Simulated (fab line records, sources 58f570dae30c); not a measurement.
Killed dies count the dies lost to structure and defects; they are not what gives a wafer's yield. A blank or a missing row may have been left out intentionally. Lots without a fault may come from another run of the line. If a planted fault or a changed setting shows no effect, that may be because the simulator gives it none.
fab line records	flow berkeley-cmos170
[record] lots = 15	wafers = 45	last-day = 12
route steps=331 shown PLDD@154
lots that met no fault: from a run of the same line without faults
start-h: the number of hours between the record's first day and the start of the first shown wafer of the lot	wait-h: hours since the lot's step before	" as in the row above	L1.1+2: a row that stands for several wafers	- no value, or no start was given	* or withheld: withheld	< > ~ a bound
route shown NAME@n: a module of which the file shows steps, and the number in the route of the first	usual: the fault-free wafers' mean and standard deviation	same: alike in all rows	chamber/n: place in a boat	sites: the reading at each site	_std_site: standard deviation of those values	_edge_site: inner sites' mean taken away from outer sites' mean	radius-mm: for every site, how far away it sits from the centre of the wafer	mask NAME#n: copy n	behind: the last tool/chamber to shape the wafer	hold: cause of the lot's hold/its duration in hours/its outcome	device: transistor that didn't switch, given as n, p or np	end of line: the route-end tests of the same wafers	where a step has no rows: the recipe by itself	killed: count of dies lost to structure and defects at first sort (not the wafer's yield)	map: a wafer's dies, x killed, . not, _ none there
set.NAME: the setting as run; set.NAME@STEP: as run at that earlier step	model.NAME: the simulator's own value behind a step, which no gauge read
the route's steps for a sample of lots (tables are steps, rows are wafers)
services: from which hour (start-h, from the record's first day; less than 0 if before it) a tool's chamber was out of use, for how many hours, and why
[[steps]]
[step UCB170_PLDD_IMPLANT_09]
[recipe] species = BF2	dose-cm2 = 5e+13	energy-kev = 10	tilt-deg = 7	rotation-deg = 180
[usual] beam-on-s = 10.2/0.33
lot.wafer	tool	chamber	start-h	wait-h	beam-on-s
L512.3	implanter-01	0	131.26	0.1	10.6
L512.4	"	0	"	"	10.7
L512.5	"	0	"	"	10.4
L514.1	implanter-02	0	140.11	0.1	10.0
L514.5	"	0	"	"	10.5
L514.6	"	0	"	"	10.0
L517.1	implanter-01	0	148.37	0.1	10.4
L517.3	"	0	"	"	10.6
L517.6	"	0	"	"	10.7
L515.3	implanter-02	0	148.60	0.1	10.4
L515.5	"	0	"	"	10.1
L515.6	"	0	"	"	10.1
L516.1	implanter-04	0	148.80	0.1	10.0
L516.5	"	0	"	"	10.1
L516.6	"	0	"	"	10.0
L516.1	implanter-04	0	149.12	0.3	9.9
L516.5	"	0	"	"	10.0
L516.6	"	0	"	"	9.9
L518.3	implanter-01	0	157.92	0.1	10.2
L518.4	"	0	"	"	10.5
L518.6	"	0	"	"	10.8
L518.3	implanter-01	0	158.24	0.3	10.3
L518.4	"	0	"	"	10.6
L518.6	"	0	"	"	10.5
L522.2	implanter-01	0	177.60	0.1	10.7
L522.3	"	0	"	"	10.5
L522.5	"	0	"	"	10.3
L522.2	implanter-01	0	177.92	0.3	10.6
L522.3	"	0	"	"	10.3
L522.5	"	0	"	"	10.4
L527.1	implanter-01	0	203.37	0.1	10.4
L527.2	"	0	"	"	11.0
L527.6	"	0	"	"	10.5
L528.1	implanter-02	0	203.65	0.1	10.1
L528.4	"	0	"	"	9.5
L528.5	"	0	"	"	10.4
L530.1	implanter-04	0	213.62	0.1	10.2
L530.3	"	0	"	"	10.3
L530.4	"	0	"	"	10.1
L529.3	implanter-01	0	213.96	0.1	10.5
L529.4	"	0	"	"	10.2
L529.5	"	0	"	"	10.5
L531.1	implanter-02	0	214.19	0.1	9.8
L531.2	"	0	"	"	10.7
L531.6	"	0	"	"	10.0
L532.1	implanter-01	0	229.12	0.1	10.7
L532.2	"	0	"	"	11.1
L532.5	"	0	"	"	10.1
L533.3	implanter-02	0	236.39	0.1	10.0
L533.4	"	0	"	"	9.7
L533.6	"	0	"	"	9.9
L534.2	implanter-04	0	236.89	0.1	10.5
L534.4	"	0	"	"	9.9
L534.5	"	0	"	"	9.9
[step UCB170_PLDD_TW_MEAS_11]
[usual] PLDD_TW = 1007/11
lot.wafer	tool	chamber	start-h	wait-h	PLDD_TW
L512.3	film-metro-02	-	131.48	0.1	1007
L512.4	"	-	"	"	1008
L512.5	"	-	"	"	1011
L514.1	film-metro-02	-	140.42	0.1	1010
L514.5	"	-	"	"	1010
L514.6	"	-	"	"	1003
L517.1	film-metro-02	-	148.62	0.1	1011
L517.3	"	-	"	"	1012
L517.6	"	-	"	"	1006
L515.3	film-metro-04	-	148.82	0.1	1021
L515.5	"	-	"	"	1022
L515.6	"	-	"	"	1018
L516.1	film-metro-01	-	149.37	0.1	1134
L516.5	"	-	"	"	1127
L516.6	"	-	"	"	1129
L516.1	film-metro-01	-	149.60	0.2	1134
L516.5	"	-	"	"	1129
L516.6	"	-	"	"	1135
L518.3	film-metro-02	-	158.46	0.1	1147
L518.4	"	-	"	"	1150
L518.6	"	-	"	"	1155
L518.3	film-metro-02	-	158.69	0.2	1150
L518.4	"	-	"	"	1156
L518.6	"	-	"	"	1153
L522.2	film-metro-01	-	178.16	0.1	1130
L522.3	"	-	"	"	1133
L522.5	"	-	"	"	1127
L522.2	film-metro-01	-	178.38	0.2	1131
L522.3	"	-	"	"	1130
L522.5	"	-	"	"	1125
L527.1	film-metro-04	-	203.62	0.1	1021
L527.2	"	-	"	"	1024
L527.6	"	-	"	"	1016
L528.1	film-metro-01	-	203.90	0.1	987
L528.4	"	-	"	"	989
L528.5	"	-	"	"	989
L530.1	film-metro-04	-	213.87	0.1	1021
L530.3	"	-	"	"	1023
L530.4	"	-	"	"	1015
L529.3	film-metro-02	-	214.18	0.1	1008
L529.4	"	-	"	"	1009
L529.5	"	-	"	"	1012
L531.1	film-metro-01	-	214.44	0.1	991
L531.2	"	-	"	"	985
L531.6	"	-	"	"	991
L532.1	film-metro-04	-	229.37	0.1	1025
L532.2	"	-	"	"	1026
L532.5	"	-	"	"	1024
L533.3	film-metro-01	-	236.61	0.1	1000
L533.4	"	-	"	"	999
L533.6	"	-	"	"	998
L534.2	film-metro-02	-	237.12	0.1	1012
L534.4	"	-	"	"	1009
L534.5	"	-	"	"	1015
[step UCB170_SDANNEAL_RS_MEAS_04]
[recipe] thk-meas-gauge = four-point-probe
[usual] PLDD_RS = 1032/3.1
lot.wafer	tool	chamber	start-h	wait-h	PLDD_RS[ohm/sq]
L512.3	film-metro-01	-	147.75	0.1	1034
L512.4	"	-	"	"	1030
L512.5	"	-	"	"	1033
L514.1	film-metro-02	-	151.28	0.1	1029
L514.5	"	-	"	"	1030
L514.6	"	-	"	"	1031
L517.1	film-metro-02	-	160.24	0.1	1037
L517.3	"	-	"	"	1033
L517.6	"	-	"	"	1035
L515.3	film-metro-01	-	160.74	0.1	1032
L515.5	"	-	"	"	1036
L515.6	"	-	"	"	1035
L516.1	film-metro-02	-	161.85	0.1	760
L516.5	"	-	"	"	761
L516.6	"	-	"	"	759
L516.1	film-metro-02	-	162.13	0.3	759
L516.5	"	-	"	"	759
L516.6	"	-	"	"	759
L518.3	film-metro-04	-	179.39	0.1	756
L518.4	"	-	"	"	757
L518.6	"	-	"	"	754
L518.3	film-metro-04	-	179.67	0.3	755
L518.4	"	-	"	"	755
L518.6	"	-	"	"	755
L522.2	film-metro-01	-	192.38	0.1	753
L522.3	"	-	"	"	753
L522.5	"	-	"	"	753
L522.2	film-metro-01	-	192.67	0.3	754
L522.3	"	-	"	"	754
L522.5	"	-	"	"	755
L527.1	film-metro-01	-	216.07	0.1	1032
L527.2	"	-	"	"	1028
L527.6	"	-	"	"	1028
L528.1	film-metro-04	-	217.30	0.1	1034
L528.4	"	-	"	"	1034
L528.5	"	-	"	"	1033
L530.1	film-metro-02	-	228.35	0.1	1030
L530.3	"	-	"	"	1032
L530.4	"	-	"	"	1030
L531.1	film-metro-04	-	228.55	0.1	1036
L531.2	"	-	"	"	1034
L531.6	"	-	"	"	1038
L529.3	film-metro-01	-	228.81	0.1	1029
L529.4	"	-	"	"	1031
L529.5	"	-	"	"	1026
L532.1	film-metro-01	-	244.19	0.1	1030
L532.2	"	-	"	"	1032
L532.5	"	-	"	"	1033
L533.3	film-metro-01	-	254.42	0.1	1025
L533.4	"	-	"	"	1029
L533.6	"	-	"	"	1028
L534.2	film-metro-02	-	254.71	0.1	1034
L534.4	"	-	"	"	1032
L534.5	"	-	"	"	1036
[[services]]
tool	chamber	start-h	hours	kind
implanter-02	-	153.00	1.8	repair
implanter-01	-	160.21	4.6	pm
implanter-04	-	166.03	2.5	repair
implanter-04	-	170.10	12.5	repair
implanter-02	-	180.21	3.1	repair
implanter-01	-	194.45	3.5	pm
implanter-01	-	199.27	1.7	repair
implanter-04	-	217.42	9.7	repair
[[key]]
[first-sign] step = UCB170_PLDD_IMPLANT_09	reading = visit	direction = added
[effect] step = UCB170_PLDD_TW_MEAS_11	reading = visit	direction = added
[effect] step = UCB170_PLDD_TW_MEAS_11	reading = PLDD_TW	direction = up	sigmas = 12	usual = 1007	struck = 1137
[effect] step = UCB170_SDANNEAL_RS_MEAS_04	reading = PLDD_RS	direction = down	sigmas = 90	usual = 1032	struck = 756
met-at UCB170_PLDD_IMPLANT_09
struck-lots L516,L518,L522
scrapped-behind UCB170_SDANNEAL_RS_MEAS_04 L516.1,L516.5,L516.6,L518.3,L518.4,L518.6,L522.2,L522.3,L522.5
[fault] kind = repeated-step-whole	tool = implanter-01,implanter-02,implanter-04	chamber = -	onset-h = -	steps = UCB170_PLDD_IMPLANT_09	times = 1	scope = struck-lots-only
